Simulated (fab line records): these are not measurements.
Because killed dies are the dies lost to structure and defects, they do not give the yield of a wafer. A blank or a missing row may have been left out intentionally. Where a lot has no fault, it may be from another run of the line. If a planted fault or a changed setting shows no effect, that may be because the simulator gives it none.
fab line records / flow ritCmos
record: lots: 14 wafers: 42 lastDay: 8
route steps=202 shown NWELL@31 M1@202
lots untouched by any fault: they come from a run of this same line in which no faults occurred
startH: the number of hours between the record's first day and the start of the first shown wafer of the lot / waitH: hours since the lot's step before / " as in the row above / L1.1+2: several wafers, shown together as one row / - either no value or no given start / * or withheld: withheld / < > ~ a bound
route shown NAME@n: names a module that has steps shown in the file, with the first one's number in the route / usual: mean/standard deviation taken from wafers without a fault / same: alike in all rows / chamber/n: place in a boat / sites: per-site readings / _std_site: the values' standard deviation / _edge_site: mean of outer sites minus mean of inner sites / radiusMm: how far each site lies from the wafer's centre / mask NAME#n: copy n / behind: the most recent tool/chamber to have shaped the wafer / hold: the reason the lot was held/the length of the hold in hours/how it ended / device: names the non-switching transistor (n, p or np) / end of line: tests of these same wafers at the route's end / a step without rows: its recipe alone / killed: count of dies lost to structure and defects at first sort (not the wafer's yield) / map: the dies of a wafer, with x for killed, . for not killed, _ for no die there
set.NAME: the run value of the setting; set.NAME@STEP: its run value at that earlier step / model.NAME: the simulator's own value behind a step, which no gauge read
steps of the route over a sample of lots; a table a step, a row a wafer
services: a tool's chamber out of use, with start hour (startH, from the record's first day; less than 0 if before it), hours out, and reason
== steps ==
step: RIT_NWELL_EXPOSE_03
recipe: maskId: M2 na: 0.57 targetCdNm: 43900 doseMj: 250
usual: stageVelMmS: 499.99/0.25
lot.wafer=L168.1 tool=ilineStepper-02 chamber=0 startH=24.32 waitH=0.1 mask=M2#0 stageVelMmS=499.64
lot.wafer=L168.2 tool=ilineStepper-02 chamber=0 startH=24.32 waitH=0.1 mask=M2#0 stageVelMmS=499.91
lot.wafer=L168.4 tool=ilineStepper-02 chamber=0 startH=24.32 waitH=0.1 mask=M2#0 stageVelMmS=499.58
lot.wafer=L169.2 tool=ilineStepper-01 chamber=0 startH=30.16 waitH=0.2 mask=M2#0 stageVelMmS=499.91
lot.wafer=L169.4 tool=ilineStepper-01 chamber=0 startH=30.16 waitH=0.2 mask=M2#0 stageVelMmS=499.98
lot.wafer=L169.6 tool=ilineStepper-01 chamber=0 startH=30.16 waitH=0.2 mask=M2#0 stageVelMmS=499.94
lot.wafer=L170.2 tool=ilineStepper-02 chamber=0 startH=36.17 waitH=0.2 mask=M2#0 stageVelMmS=500.25
lot.wafer=L170.3 tool=ilineStepper-02 chamber=0 startH=36.17 waitH=0.2 mask=M2#0 stageVelMmS=500.13
lot.wafer=L170.6 tool=ilineStepper-02 chamber=0 startH=36.17 waitH=0.2 mask=M2#0 stageVelMmS=500.22
lot.wafer=L171.1 tool=ilineStepper-02 chamber=0 startH=37.10 waitH=0.1 mask=M2#0 stageVelMmS=499.98
lot.wafer=L171.3 tool=ilineStepper-02 chamber=0 startH=37.10 waitH=0.1 mask=M2#0 stageVelMmS=500.06
lot.wafer=L171.5 tool=ilineStepper-02 chamber=0 startH=37.10 waitH=0.1 mask=M2#0 stageVelMmS=500.02
lot.wafer=L173.3 tool=ilineStepper-02 chamber=0 startH=48.79 waitH=0.1 mask=M2#0 stageVelMmS=500.11
lot.wafer=L173.4 tool=ilineStepper-02 chamber=0 startH=48.79 waitH=0.1 mask=M2#0 stageVelMmS=500.52
lot.wafer=L173.5 tool=ilineStepper-02 chamber=0 startH=48.79 waitH=0.1 mask=M2#0 stageVelMmS=500.08
lot.wafer=L175.1 tool=ilineStepper-01 chamber=0 startH=56.48 waitH=0.1 mask=M2#0 stageVelMmS=500.11
lot.wafer=L175.2 tool=ilineStepper-01 chamber=0 startH=56.48 waitH=0.1 mask=M2#0 stageVelMmS=500.05
lot.wafer=L175.5 tool=ilineStepper-01 chamber=0 startH=56.48 waitH=0.1 mask=M2#0 stageVelMmS=500.22
lot.wafer=L176.1 tool=ilineStepper-02 chamber=0 startH=64.01 waitH=0.2 mask=M2#0 stageVelMmS=499.95
lot.wafer=L176.5 tool=ilineStepper-02 chamber=0 startH=64.01 waitH=0.2 mask=M2#0 stageVelMmS=500.07
lot.wafer=L176.6 tool=ilineStepper-02 chamber=0 startH=64.01 waitH=0.2 mask=M2#0 stageVelMmS=499.86
lot.wafer=L177.1 tool=ilineStepper-01 chamber=0 startH=68.31 waitH=0.2 mask=M2#0 stageVelMmS=499.86
lot.wafer=L177.3 tool=ilineStepper-01 chamber=0 startH=68.31 waitH=0.2 mask=M2#0 stageVelMmS=499.53
lot.wafer=L177.5 tool=ilineStepper-01 chamber=0 startH=68.31 waitH=0.2 mask=M2#0 stageVelMmS=499.61
lot.wafer=L179.2 tool=ilineStepper-01 chamber=0 startH=80.08 waitH=0.2 mask=M2#0 stageVelMmS=499.40
lot.wafer=L179.5 tool=ilineStepper-01 chamber=0 startH=80.08 waitH=0.2 mask=M2#0 stageVelMmS=499.75
lot.wafer=L179.6 tool=ilineStepper-01 chamber=0 startH=80.08 waitH=0.2 mask=M2#0 stageVelMmS=499.93
lot.wafer=L182.2 tool=ilineStepper-02 chamber=0 startH=92.07 waitH=0.1 mask=M2#0 stageVelMmS=500.32
lot.wafer=L182.4 tool=ilineStepper-02 chamber=0 startH=92.07 waitH=0.1 mask=M2#0 stageVelMmS=499.91
lot.wafer=L182.6 tool=ilineStepper-02 chamber=0 startH=92.07 waitH=0.1 mask=M2#0 stageVelMmS=500.31
lot.wafer=L183.4 tool=ilineStepper-02 chamber=0 startH=98.51 waitH=0.1 mask=M2#0 stageVelMmS=499.63
lot.wafer=L183.5 tool=ilineStepper-02 chamber=0 startH=98.51 waitH=0.1 mask=M2#0 stageVelMmS=499.90
lot.wafer=L183.6 tool=ilineStepper-02 chamber=0 startH=98.51 waitH=0.1 mask=M2#0 stageVelMmS=499.87
lot.wafer=L186.1 tool=ilineStepper-02 chamber=0 startH=111.59 waitH=0.2 mask=M2#0 stageVelMmS=499.62
lot.wafer=L186.2 tool=ilineStepper-02 chamber=0 startH=111.59 waitH=0.2 mask=M2#0 stageVelMmS=499.88
lot.wafer=L186.4 tool=ilineStepper-02 chamber=0 startH=111.59 waitH=0.2 mask=M2#0 stageVelMmS=499.82
lot.wafer=L190.1 tool=ilineStepper-02 chamber=0 startH=135.78 waitH=0.3 mask=M2#0 stageVelMmS=499.81
lot.wafer=L190.4 tool=ilineStepper-02 chamber=0 startH=135.78 waitH=0.3 mask=M2#0 stageVelMmS=499.57
lot.wafer=L190.6 tool=ilineStepper-02 chamber=0 startH=135.78 waitH=0.3 mask=M2#0 stageVelMmS=499.46
lot.wafer=L191.1 tool=ilineStepper-02 chamber=0 startH=144.56 waitH=0.1 mask=M2#0 stageVelMmS=500.43
lot.wafer=L191.2 tool=ilineStepper-02 chamber=0 startH=144.56 waitH=0.1 mask=M2#0 stageVelMmS=500.49
lot.wafer=L191.5 tool=ilineStepper-02 chamber=0 startH=144.56 waitH=0.1 mask=M2#0 stageVelMmS=500.38
step: RIT_NWELL_OVL_MEAS_06
usual: NWELL_OVL: 1.2/1.3
lot.wafer=L168.1 tool=overlay-02 chamber=- startH=24.75 waitH=- NWELL_OVL[nm]=2.5
lot.wafer=L168.2 tool=overlay-02 chamber=- startH=24.75 waitH=- NWELL_OVL[nm]=1.0
lot.wafer=L168.4 tool=overlay-02 chamber=- startH=24.75 waitH=- NWELL_OVL[nm]=1.5
lot.wafer=L169.2 tool=overlay-01 chamber=- startH=30.58 waitH=- NWELL_OVL[nm]=-0.9
lot.wafer=L169.4 tool=overlay-01 chamber=- startH=30.58 waitH=- NWELL_OVL[nm]=-0.8
lot.wafer=L169.6 tool=overlay-01 chamber=- startH=30.58 waitH=- NWELL_OVL[nm]=-0.7
lot.wafer=L170.2 tool=overlay-01 chamber=- startH=36.65 waitH=- NWELL_OVL[nm]=3.4
lot.wafer=L170.3 tool=overlay-01 chamber=- startH=36.65 waitH=- NWELL_OVL[nm]=-0.5
lot.wafer=L170.6 tool=overlay-01 chamber=- startH=36.65 waitH=- NWELL_OVL[nm]=-0.5
lot.wafer=L171.1 tool=overlay-01 chamber=- startH=37.53 waitH=- NWELL_OVL[nm]=0.7
lot.wafer=L171.3 tool=overlay-01 chamber=- startH=37.53 waitH=- NWELL_OVL[nm]=-0.5
lot.wafer=L171.5 tool=overlay-01 chamber=- startH=37.53 waitH=- NWELL_OVL[nm]=1.3
lot.wafer=L173.3 tool=overlay-02 chamber=- startH=49.22 waitH=- NWELL_OVL[nm]=2.1
lot.wafer=L173.4 tool=overlay-02 chamber=- startH=49.22 waitH=- NWELL_OVL[nm]=0.9
lot.wafer=L173.5 tool=overlay-02 chamber=- startH=49.22 waitH=- NWELL_OVL[nm]=1.1
lot.wafer=L175.1 tool=overlay-02 chamber=- startH=56.91 waitH=- NWELL_OVL[nm]=1.5
lot.wafer=L175.2 tool=overlay-02 chamber=- startH=56.91 waitH=- NWELL_OVL[nm]=2.5
lot.wafer=L175.5 tool=overlay-02 chamber=- startH=56.91 waitH=- NWELL_OVL[nm]=2.3
lot.wafer=L176.1 tool=overlay-02 chamber=- startH=64.44 waitH=- NWELL_OVL[nm]=3.2
lot.wafer=L176.5 tool=overlay-02 chamber=- startH=64.44 waitH=- NWELL_OVL[nm]=3.2
lot.wafer=L176.6 tool=overlay-02 chamber=- startH=64.44 waitH=- NWELL_OVL[nm]=2.9
lot.wafer=L177.1 tool=overlay-02 chamber=- startH=68.74 waitH=- NWELL_OVL[nm]=-300.9
lot.wafer=L177.3 tool=overlay-02 chamber=- startH=68.74 waitH=- NWELL_OVL[nm]=-300.3
lot.wafer=L177.5 tool=overlay-02 chamber=- startH=68.74 waitH=- NWELL_OVL[nm]=-298.6
lot.wafer=L179.2 tool=overlay-02 chamber=- startH=80.56 waitH=- NWELL_OVL[nm]=-299.3
lot.wafer=L179.5 tool=overlay-02 chamber=- startH=80.56 waitH=- NWELL_OVL[nm]=-298.8
lot.wafer=L179.6 tool=overlay-02 chamber=- startH=80.56 waitH=- NWELL_OVL[nm]=-299.0
lot.wafer=L182.2 tool=overlay-01 chamber=- startH=92.49 waitH=- NWELL_OVL[nm]=0.8
lot.wafer=L182.4 tool=overlay-01 chamber=- startH=92.49 waitH=- NWELL_OVL[nm]=-0.2
lot.wafer=L182.6 tool=overlay-01 chamber=- startH=92.49 waitH=- NWELL_OVL[nm]=0.2
lot.wafer=L183.4 tool=overlay-02 chamber=- startH=98.90 waitH=- NWELL_OVL[nm]=0.2
lot.wafer=L183.5 tool=overlay-02 chamber=- startH=98.90 waitH=- NWELL_OVL[nm]=0.5
lot.wafer=L183.6 tool=overlay-02 chamber=- startH=98.90 waitH=- NWELL_OVL[nm]=-0.2
lot.wafer=L186.1 tool=overlay-01 chamber=- startH=112.02 waitH=- NWELL_OVL[nm]=2.5
lot.wafer=L186.2 tool=overlay-01 chamber=- startH=112.02 waitH=- NWELL_OVL[nm]=1.2
lot.wafer=L186.4 tool=overlay-01 chamber=- startH=112.02 waitH=- NWELL_OVL[nm]=2.6
lot.wafer=L190.1 tool=overlay-01 chamber=- startH=136.21 waitH=- NWELL_OVL[nm]=1.2
lot.wafer=L190.4 tool=overlay-01 chamber=- startH=136.21 waitH=- NWELL_OVL[nm]=1.1
lot.wafer=L190.6 tool=overlay-01 chamber=- startH=136.21 waitH=- NWELL_OVL[nm]=-1.5
lot.wafer=L191.1 tool=overlay-01 chamber=- startH=144.99 waitH=- NWELL_OVL[nm]=3.8
lot.wafer=L191.2 tool=overlay-01 chamber=- startH=144.99 waitH=- NWELL_OVL[nm]=1.2
lot.wafer=L191.5 tool=overlay-01 chamber=- startH=144.99 waitH=- NWELL_OVL[nm]=0.7
step: RIT_M1_PROBE_99
usual: killedAtContacts: 0.0/0.2 killedAtFrontEnd: 7.0/2.8 killedDies: 7.0/2.8 killedOpen: 3.4/1.9 killedShort: 3.6/2
same: grossDies: 264 killed_at_M0_to_M3: 0 killed_at_M4_up: 0 killedAtBackSide: 0 killedAtOther: 0
lot.wafer=L186.1 tool=prober-02 chamber=- startH=165.14 waitH=0.1 killedAtContacts=0 killedAtFrontEnd=10 killedDies=10 killedOpen=5 killedShort=5
lot.wafer=L186.2 tool=prober-02 chamber=- startH=165.19 waitH=0.1 killedAtContacts=0 killedAtFrontEnd=11 killedDies=11 killedOpen=6 killedShort=5
lot.wafer=L186.4 tool=prober-02 chamber=- startH=165.29 waitH=0.2 killedAtContacts=0 killedAtFrontEnd=9 killedDies=9 killedOpen=1 killedShort=8
killed by level:class
L186.1 GATE:geometricParticle:open=4 REOX:geometricParticle:short=3 FOX1:geometricParticle:open=1 GATE:geometricParticle:short=1 SPACER:geometricParticle:short=1
L186.2 GATE:geometricParticle:open=5 GATE:geometricParticle:short=2 SILICIDE:geometricParticle:short=2 REOX:geometricParticle:short=1 REOX:geometricParticle:open=1
L186.4 SPACER:geometricParticle:short=3 GATE:geometricParticle:short=2 SILICIDE:geometricParticle:short=2 GATE:geometricParticle:open=1 REOX:geometricParticle:short=1
== services ==
tool=ilineStepper-01 chamber=- startH=15.01 hours=0.6 kind=repair
tool=ilineStepper-01 chamber=0 startH=16.73 hours=- kind=calibration
tool=ilineStepper-02 chamber=- startH=61.37 hours=1.7 kind=pm
tool=ilineStepper-01 chamber=- startH=83.57 hours=13.7 kind=repair
tool=ilineStepper-02 chamber=- startH=104.00 hours=2.4 kind=repair
tool=ilineStepper-01 chamber=- startH=108.24 hours=1.7 kind=repair
tool=ilineStepper-02 chamber=- startH=115.72 hours=8.9 kind=pm
tool=ilineStepper-02 chamber=0 startH=129.29 hours=- kind=calibration
== key ==
firstSign: step: RIT_NWELL_OVL_MEAS_06 reading: NWELL_OVL direction: down sigmas: 99+ usual: 1.2 struck: -299.5
effect none on later readings
metAt RIT_NWELL_EXPOSE_03
struckLots L177,L179
testerLeftOut L177,L179
onsetBetween 56.48 68.31
fault: kind: scannerMatchingOverlay tool: ilineStepper-01 chamber: - onsetH: 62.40 steps: RIT_NWELL_EXPOSE_03 offset: -300
testerLeftOut: of these lots the tester's yield and bins aren't shown, on N5 and GAA mostly nor the transistor test; their killed dies are dies lost to structure and defects alone, not to doping, threshold or leakage, so they don't give the yield
